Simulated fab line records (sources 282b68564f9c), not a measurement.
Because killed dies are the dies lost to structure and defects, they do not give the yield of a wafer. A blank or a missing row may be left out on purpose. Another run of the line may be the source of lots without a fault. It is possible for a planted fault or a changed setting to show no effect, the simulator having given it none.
2 desks looking at one fault :: flow rit_cmos :: each desk has only its own numbers; what lay behind them comes last

## FROM THE METROLOGY DESK
Lot by lot, what the gauges showed, no matter which tool ran the lot: averages of those sampled wafers that carry a number. If a lot's mean is further than 4 standard deviations from the usual mean, the lot is out of limits and carries the mark OUT (the distance appears in the brackets).
Columns: A = NWELL_OVL at RIT_NWELL_OVL_MEAS_06, usual -0.1 nm; B = NRETRO_OVL at RIT_NRETRO_OVL_MEAS_06, usual -0.4 nm; C = FIELD_OXIDE_LEFT_2_THK at RIT_FOX2_THK_MEAS_91, usual 257 nm; D = GATE_OXIDE_THK at RIT_GATE_THK_MEAS_07, usual 3.02 nm
lot: L440
first seen here: day 1 20:12
A: -0.2
B: -0.2
C: 252
D: 3.11

lot: L442
first seen here: day 2 06:49
A: 0.7
B: 1.0
C: 265
D: 3.02

lot: L443
first seen here: day 2 13:16
A: 0.9
B: 1.2
C: 252
D: 2.99

lot: L444
first seen here: day 2 17:01
A: 0.2
B: 0.3
C: 262
D: 3.09

lot: L445
first seen here: day 2 21:46
A: 3.0
B: -1.8
C: 248
D: 3.08

lot: L448
first seen here: day 3 12:44
A: -0.0
B: -0.9
C: 261
D: 4.82 (+26) OUT

lot: L450
first seen here: day 3 22:08
A: -1.0
B: 1.0
C: 261
D: 4.84 (+26) OUT

lot: L453
first seen here: day 4 13:20
A: 1.9
B: -1.2
C: 266
D: 3.07

lot: L454
first seen here: day 4 19:26
A: -0.9
B: 0.2
C: 259
D: 3.01

lot: L456
first seen here: day 5 04:56
A: -0.2
B: -0.3
C: 261
D: 3.03

lot: L457
first seen here: day 5 09:14
A: 0.4
B: -0.9
C: 267
D: 3.09

lot: L460
first seen here: day 6 00:42
A: -0.7
B: -1.4
C: 257
D: 3.04

lot: L462
first seen here: day 6 11:06
A: 0.4
B: 0.2
C: 262
D: 2.94

lot: L463
first seen here: day 6 15:19
A: 2.4
B: -1.9
C: 257
D: 2.88
This desk reports L448, L450 out of limits; the earliest was L448 at day 4 02:35 (GATE_OXIDE_THK at RIT_GATE_THK_MEAS_07). In limits: L440, L442, L443, L444, L445, L453, L454, L456, L457, L460, L462, L463.

## FOR THE TOOL OWNER'S DESK: furnace-02
The tool's own readings at RIT_GATE_OXIDATION_05 (target thk 3 nm, ox time 270 s): means of the sampled wafers that have a number, for each lot that ran on this tool. If a lot's mean is further than 4 standard deviations from the usual mean, the lot is out of limits and carries the mark OUT (the distance appears in the brackets).
Columns: A = spike_tc_source_C at RIT_GATE_OXIDATION_05, usual 923.7 C
lot: L442
first seen here: day 2 18:13
A: 921.5

lot: L448
first seen here: day 4 01:14
A: 922.5

lot: L450
first seen here: day 4 10:37
A: 922.7

lot: L462
first seen here: day 6 22:29
A: 923.3

lot: L463
first seen here: day 7 02:53
A: 921.9
This desk found nothing out of limits on any of the 5 lots.

## BROUGHT TOGETHER
Metrology desk: alarm possible at day 4 02:35 on L448, L450.
The tool owner's desk saw nothing out of limits.
Tool owner's desk: L448, L450 on record, inside its limits.
Every lot named ran RIT_GATE_OXIDATION_05 on furnace-02.

## WHAT WAS PUT IN BY THE SIMULATOR
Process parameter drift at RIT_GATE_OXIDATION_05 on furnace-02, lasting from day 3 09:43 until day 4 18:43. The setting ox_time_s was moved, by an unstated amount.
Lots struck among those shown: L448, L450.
Per desk, hours elapsed from the start of the fault to the first reading out of limits: for the metrology desk, 17.
